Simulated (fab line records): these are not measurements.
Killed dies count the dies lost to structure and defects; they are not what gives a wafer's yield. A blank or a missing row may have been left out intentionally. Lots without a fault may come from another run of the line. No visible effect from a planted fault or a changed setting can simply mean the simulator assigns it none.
Which tool did it? -- flow rit-cmos -- Sampling: 15 lots, 45 wafers, 3 of 202 route steps

WHAT THE GAUGES SHOWED, per wafer
RIT_PWELL_TW_MEAS_10. Usual: PWELL_TW 949, standard deviation 6.5.
lot,measured,on,PWELL_TW,flag
L214,day 2 06:46,film-metro-04,965 958 956,
L215,day 2 12:14,film-metro-01,940 943 943,
L216,day 2 20:35,film-metro-01,939 942 937,
L217,day 3 02:18,film-metro-03,953 944 948,
L218,day 3 07:18,film-metro-04,954 955 959,
L219,day 3 10:45,film-metro-01,939 939 934,
L220,day 3 16:25,film-metro-04,956 957 956,
L223,day 4 10:02,film-metro-04,953 954 954,
L225,day 4 16:19,film-metro-04,957 953 955,
L228,day 5 05:05,film-metro-04,956 951 950,
L230,day 5 13:14,film-metro-01,977 981 979 983 977 974,OFF
L233,day 6 03:40,film-metro-04,984 987 986 986 993 986,OFF
L234,day 6 09:05,film-metro-04,980 983 986 989 983 982,OFF
L235,day 6 14:37,film-metro-01,947 946 946,
L236,day 6 21:27,film-metro-04,953 951 952,

RIT_WELLDRIVE_RS_MEAS_02: measures by four-point-probe. Usual: PWELL_RS 430.4 ohm/sq, standard deviation 1.3.
lot,measured,on,PWELL_RS (ohm/sq),flag
L214,day 2 13:52,film-metro-04,429.5 428.9 430.1,
L215,day 2 20:52,film-metro-04,427.6 427.6 428.2,
L216,day 3 03:19,film-metro-01,429.9 429.8 430.5,
L217,day 3 09:28,film-metro-03,429.5 429.8 429.0,
L218,day 3 13:32,film-metro-01,430.9 431.0 431.3,
L219,day 3 17:26,film-metro-01,432.3 431.1 432.4,
L220,day 3 23:09,film-metro-03,430.6 430.4 431.8,
L223,day 4 15:20,film-metro-04,429.9 429.4 429.8,
L225,day 4 22:50,film-metro-04,428.5 428.4 428.3,
L228,day 5 11:24,film-metro-04,430.9 432.6 431.4,
L230,day 5 20:41,film-metro-01,401.4 400.2 401.3 400.7 400.6 401.1,OFF
L233,day 6 17:32,film-metro-04,399.6 399.9 399.6 399.2 399.9 400.1,OFF
L234,day 6 17:30,film-metro-04,400.8 400.1 399.6 400.4 400.1 398.9,OFF
L235,day 6 20:14,film-metro-04,429.4 429.4 429.6,
L236,day 7 02:43,film-metro-01,430.5 429.3 429.4,

WHAT TOOL EACH LOT RAN ON (gives the tool, then ch and the chambers of the sampled wafers, and finally the start)
lot,RIT_PWELL_IMPLANT_08
L214,"implanter-01 ch 0, day 2 06:27"
L215,"implanter-02 ch 0, day 2 11:54"
L216,"implanter-02 ch 0, day 2 20:19"
L217,"implanter-02 ch 0, day 3 01:59"
L218,"implanter-02 ch 0, day 3 07:01"
L219,"implanter-03 ch 0, day 3 10:26"
L220,"implanter-03 ch 0, day 3 16:05"
L223,"implanter-01 ch 0, day 4 09:44"
L225,"implanter-02 ch 0, day 4 15:59"
L228,"implanter-02 ch 0, day 5 04:46"
L230,"implanter-02 ch 0, day 5 12:55"
L233,"implanter-02 ch 0, day 6 03:23"
L234,"implanter-02 ch 0, day 6 08:46"
L235,"implanter-01 ch 0, day 6 14:17"
L236,"implanter-03 ch 0, day 6 21:08"
- RIT_PWELL_IMPLANT_08

AS READ BY THE TOOLS THEMSELVES (means over the sampled wafers that have a number; for cases with no such wafer, the mark the record gives instead)
RIT_PWELL_IMPLANT_08. Usual: beam-energy-keV 170.01, standard deviation 0.052; dose-ions-cm2 7e+13, standard deviation 7.7e+10; faraday-current-uA 223, standard deviation 3.9.
lot,tool,beam-energy-keV,dose-ions-cm2,faraday-current-uA,flag
L214,implanter-01,169.97,7e+13,221,
L215,implanter-02,170.03,7e+13,220,
L216,implanter-02,170.04,7e+13,225,
L217,implanter-02,169.96,7e+13,222,
L218,implanter-02,170.01,7e+13,224,
L219,implanter-03,170.03,7e+13,219,
L220,implanter-03,170.03,7e+13,220,
L223,implanter-01,170.03,7e+13,224,
L225,implanter-02,170.04,7e+13,223,
L228,implanter-02,169.95,7e+13,227,
L230,implanter-02,170.00,8e+13,252,OFF
L233,implanter-02,169.98,8e+13,249,OFF
L234,implanter-02,170.00,8e+13,249,OFF
L235,implanter-01,169.98,7e+13,223,
L236,implanter-03,170.07,7e+13,224,

THE ANSWER, worked out from the rows above alone
Rule: lot off if the mean of its wafers having a number is beyond 3 standard deviations from the usual mean. Also off: a lot with no number at a reading for which 4 or more lots have one. Where the step has rows for the other lots, those lots are counted as sound. After the gauges, taken in route order, come the tools' own readings; for these a lot's mean is taken, as printed above. The first step at which some lot is off is used, and at that step the reading that is off furthest; a lot without a number counts as furthest.
Off: at RIT_PWELL_TW_MEAS_10 (PWELL_TW), L230, L233, L234.
If a tool, at a process step before that reading, ran all the lots that are off and no sound lot after the first of them, it fits. The gauges at RIT_PWELL_TW_MEAS_10 aren't tried: what is off there is off at RIT_PWELL_IMPLANT_08 too, on other tools, and a gauge's error can't cause that. One candidate fits, namely implanter-02 at RIT_PWELL_IMPLANT_08. Its last sound lot is L228 (day 5 04:46), its first lot that is off L230 (day 5 12:55): a fault that began between those two fits.
The tool's own readings at RIT_PWELL_IMPLANT_08 bear it out: on the lots that are off they differ by more than 5 times the standard deviation of the sound lots' means. dose-ions-cm2 reads 8e+13 there against 7e+13 on the sound lots; faraday-current-uA reads 250 there against 223 on the sound lots.

WHAT HAD BEEN PUT IN BY THE SIMULATOR
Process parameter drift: implanter-02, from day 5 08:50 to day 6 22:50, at RIT_PWELL_IMPLANT_08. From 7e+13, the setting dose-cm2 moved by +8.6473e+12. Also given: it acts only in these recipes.
Struck lots among those shown: L230, L233, L234. The rule above found the same.
